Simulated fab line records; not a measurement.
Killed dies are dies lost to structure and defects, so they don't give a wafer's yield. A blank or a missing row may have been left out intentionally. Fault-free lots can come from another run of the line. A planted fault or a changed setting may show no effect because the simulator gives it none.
Which tool was responsible? | flow rit_cmos | Sampling: 7 lots, 21 wafers, 2 of 202 route steps

## WHAT THE GAUGES READ, wafer by wafer
RIT_GATE_THK_MEAS_09.
lot  | measured    | on            | GATE_POLY_THK (nm)
L626 | day 2 23:09 | film_metro-01 | 247.2 248.2 247.9
L628 | day 3 05:04 | film_metro-01 | 248.8 249.3 249.3
L630 | day 3 19:04 | film_metro-01 | 251.5 251.1 249.6
L632 | day 3 23:50 | film_metro-02 | 251.0 250.8 249.9
L634 | day 4 13:23 | film_metro-04 | 504.5 501.7 501.4 504.4 501.1 501.1
L640 | day 5 18:51 | film_metro-02 | 252.0 251.0 249.8
L647 | day 7 14:00 | film_metro-01 | 249.5 249.1 246.9

## WHAT TOOL EACH LOT RAN ON (gives the tool, then ch and the chambers of the sampled wafers, and finally the start)
lot  | RIT_GATE_CVD_08
L626 | lpcvd-02 ch 0, day 2 21:31
L628 | lpcvd-01 ch 0, day 3 03:26
L630 | lpcvd-02 ch 1, day 3 17:27
L632 | lpcvd-02 ch 0, day 3 22:11
L634 | lpcvd-02 ch 1, day 4 08:14
L640 | lpcvd-01 ch 1, day 5 17:14
L647 | lpcvd-01 ch 0, day 7 11:33
- RIT_GATE_CVD_08: deposits poly-Si from SiH4, target thk 250 nm, time 2220 s.

## THE ANSWER, worked out from the rows above alone
Rule: the lots themselves supply what counts as usual. The widest of any qualifying gaps counts: lots, ordered by their means at a reading, are off when they make up no more than a third of the lots, leave a main group of 4 or more, and stand apart from it by 3 or more times the standard deviation of that group's means. Not used: any main group whose means are identical at the precision the tables above print for the reading. Also off: a lot with no number at a reading for which 4 or more lots have one. The other lots that the step has rows for count as sound.
Off: at RIT_GATE_THK_MEAS_09 (GATE_POLY_THK), L634. Mean 249.6 nm and standard deviation 1.2 in the main group.
A tool fits if, at a process step before that reading, it ran every lot that is off, and no sound lot after the first of them. Gauges at RIT_GATE_THK_MEAS_09: tried the same way as those tools. This does not decide it: 2 tools fit, namely lpcvd-02 at RIT_GATE_CVD_08 and film_metro-04 at RIT_GATE_THK_MEAS_09.

## WHAT HAD BEEN PUT IN BY THE SIMULATOR
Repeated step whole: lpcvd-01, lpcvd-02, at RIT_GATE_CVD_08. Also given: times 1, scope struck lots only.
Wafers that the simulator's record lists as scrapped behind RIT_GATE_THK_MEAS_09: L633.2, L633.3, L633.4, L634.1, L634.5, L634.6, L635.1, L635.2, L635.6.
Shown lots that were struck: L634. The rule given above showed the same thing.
